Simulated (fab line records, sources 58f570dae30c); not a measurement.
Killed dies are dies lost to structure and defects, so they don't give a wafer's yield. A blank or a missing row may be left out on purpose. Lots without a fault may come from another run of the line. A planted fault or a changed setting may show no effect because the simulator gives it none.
Which tool did it? | flow berkeley_cmos170 | 14 lots, 42 wafers sampled, at 4 steps of a route of 331

WHAT THE GAUGES READ, wafer by wafer
UCB170_SACOX_THK_MEAS_02.
lot  | measured    | on            | SACOX_OXIDE_THK (nm)
L337 | day 5 12:22 | film_metro-01 | 14.1 14.0 14.0
L338 | day 5 18:43 | film_metro-04 | 13.9 14.2 14.0
L340 | day 5 18:43 | film_metro-01 | 14.1 14.3 14.0
L341 | day 6 08:41 | film_metro-01 | 14.6 14.1 14.2
L343 | day 6 13:19 | film_metro-04 | 14.1 14.0 14.1
L345 | day 7 00:43 | film_metro-04 | 14.6 14.5 14.8
L346 | day 7 00:43 | film_metro-02 | 15.0 14.9 15.1
L344 | day 7 00:44 | film_metro-01 | 14.6 14.5 14.7
L350 | day 8 03:31 | film_metro-02 | 14.4 14.3 14.1
L351 | day 8 03:31 | film_metro-04 | 14.7 14.7 14.6
L348 | day 8 03:35 | film_metro-02 | 14.4 14.3 14.1
L347 | day 8 03:36 | film_metro-01 | 14.2 14.0 14.1
L357 | day 9 06:55 | film_metro-04 | 13.9 14.3 14.2
L358 | day 9 13:29 | film_metro-02 | 14.6 14.3 14.4

UCB170_GATE_THK_MEAS_02.
lot  | measured     | on            | GATE_OXIDE_THK (nm)
L337 | day 6 06:22  | film_metro-01 | 6.60 6.60 6.51
L338 | day 6 06:23  | film_metro-02 | 6.55 6.49 6.54
L340 | day 6 06:23  | film_metro-04 | 6.62 6.60 6.64
L341 | day 7 02:14  | film_metro-04 | 6.80 6.73 6.69
L343 | day 7 08:11  | film_metro-02 | 6.53 6.66 6.69
L345 | day 7 20:14  | film_metro-02 | 6.67 6.61 6.64
L346 | day 7 20:11  | film_metro-02 | 6.55 6.53 6.35
L344 | day 7 20:10  | film_metro-01 | 6.53 6.67 6.62
L350 | day 8 18:19  | film_metro-01 | 6.56 6.61 6.44
L351 | day 8 18:17  | film_metro-02 | 6.34 6.56 6.63
L348 | day 8 18:14  | film_metro-02 | 6.66 6.57 6.66
L347 | day 8 18:13  | film_metro-01 | 6.49 6.49 6.50
L357 | day 9 23:11  | film_metro-04 | 6.54 6.56 6.55
L358 | day 10 09:23 | film_metro-02 | 6.50 6.50 6.56

UCB170_PLDD_OVL_MEAS_07.
lot  | measured     | on         | PLDD_OVL (nm)
L337 | day 6 15:08  | overlay-02 | 0 -4 -1
L338 | day 6 15:26  | overlay-01 | -7 -5 -3
L340 | day 6 14:54  | overlay-02 | -2 -3 -3
L341 | day 7 13:12  | overlay-02 | 1 0 -4
L343 | day 7 18:47  | overlay-02 | 4 2 7
L345 | day 8 06:11  | overlay-01 | -2 -6 -11
L346 | day 8 05:56  | overlay-02 | 8 -3 -4
L344 | day 8 06:20  | overlay-02 | -1 3 3
L350 | day 9 05:06  | overlay-01 | -5 0 -6
L351 | day 9 04:26  | overlay-01 | 2 -5 -4
L348 | day 9 03:53  | overlay-02 | -5 -10 3
L347 | day 9 04:38  | overlay-01 | 2 -7 -2
L357 | day 10 09:28 | overlay-02 | -2 -1 2
L358 | day 10 21:22 | overlay-01 | 0 -8 0

WHICH TOOL RAN EACH LOT (tool, then ch and the chambers of the sampled wafers, then the start)
lot  | UCB170_GATE_ETCH_14
L337 | rie_diel-02 ch 0,1, day 6 13:11
L338 | rie_diel-01 ch 0,1,3, day 6 13:31
L340 | rie_diel-01 ch 0,1, day 6 12:55
L341 | rie_diel-01 ch 0,1,2, day 7 11:05
L343 | rie_diel-04 ch 2,3, day 7 17:04
L345 | rie_diel-01 ch 0,2,3, day 8 04:23
L346 | rie_diel-04 ch 2,3, day 8 04:11
L344 | rie_diel-02 ch 1,2,3, day 8 04:34
L350 | rie_diel-02 ch 1,2, day 9 02:17
L351 | rie_diel-01 ch 0,2,3, day 9 01:44
L348 | rie_diel-02 ch 1,2, day 9 01:37
L347 | rie_diel-02 ch 1,2, day 9 01:54
L357 | rie_diel-01 ch 1,2, day 10 07:49
L358 | rie_diel-01 ch 0,1,3, day 10 17:29
- UCB170_GATE_ETCH_14: etches BARC in N2/H2.

WHAT THE TOOLS THEMSELVES READ (means of the sampled wafers that have a number; where no wafer has one, the mark that the record gives instead)
UCB170_GATE_ETCH_14.
lot  | tool        | bias_w (W) | drypump_motor_current_A (A) | oes_product_au (a.u.) | throttle_valve_pct (%)
L337 | rie_diel-02 | 100.1      | 5.7                         | 1.023                 | 13.27
L338 | rie_diel-01 | 100.0      | 5.5                         | 0.972                 | 13.29
L340 | rie_diel-01 | 99.9       | 5.2                         | 0.985                 | 13.38
L341 | rie_diel-01 | 99.8       | 5.4                         | 0.988                 | 13.40
L343 | rie_diel-04 | 99.9       | 5.3                         | 1.015                 | 13.15
L345 | rie_diel-01 | 100.1      | 5.3                         | 0.983                 | 13.31
L346 | rie_diel-04 | 99.9       | 5.3                         | 1.017                 | 13.15
L344 | rie_diel-02 | 100.0      | 5.9                         | 1.004                 | 13.36
L350 | rie_diel-02 | 94.6       | 5.9                         | 0.991                 | 13.30
L351 | rie_diel-01 | 100.0      | 5.2                         | 0.983                 | 13.32
L348 | rie_diel-02 | 100.3      | 6.1                         | 0.990                 | 13.32
L347 | rie_diel-02 | 94.5       | 5.9                         | 0.984                 | 13.30
L357 | rie_diel-01 | 99.9       | 5.7                         | 0.992                 | 13.40
L358 | rie_diel-01 | 100.1      | 5.4                         | 0.969                 | 13.29

THE ANSWER, worked out from the rows above alone
Rule: what is usual is taken from the lots themselves. Put in order of their means at a reading, lots are off if they are a third of the lots or fewer, leave a main group of 4 or more, and stand apart from it by a gap of 3 or more times the standard deviation of the main group's means; of several such gaps the widest counts. A main group whose means are all the same, to the digits that the tables above print for the reading, isn't used. A lot without any number at a reading at which 4 lots or more have one is off too. The other lots that the step has rows for count as sound. The gauges are gone through in route order, then the tools' own readings, and for those a lot's mean is taken as printed above. The first step at which some lot is off is used, and at that step the reading that is off furthest; a lot without a number counts as furthest.
Off: L350, L347, at UCB170_GATE_ETCH_14 (bias_w). The main group: mean 100.0 W, standard deviation 0.13.
A tool fits if, at that step or a process step before it, it ran every lot that is off, and no sound lot after the first of them. One fits: rie_diel-02 at UCB170_GATE_ETCH_14. Its last sound lot is L348 (day 9 01:37), its first lot that is off L347 (day 9 01:54): a fault that began between those two fits.
The tool's own readings at UCB170_GATE_ETCH_14 bear it out: on the lots that are off they differ by more than 5 times the standard deviation of the sound lots' means. bias_w reads 94.5 W there against 100.0 W on the sound lots.

WHAT THE SIMULATOR HAD PUT IN
Process parameter drift: rie_diel-02, from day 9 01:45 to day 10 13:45, at UCB170_GATE_ETCH_14. Setting bias_w, moved by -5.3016, from 100. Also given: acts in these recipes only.
Lots struck among those shown: L350, L347. The rule above found the same.
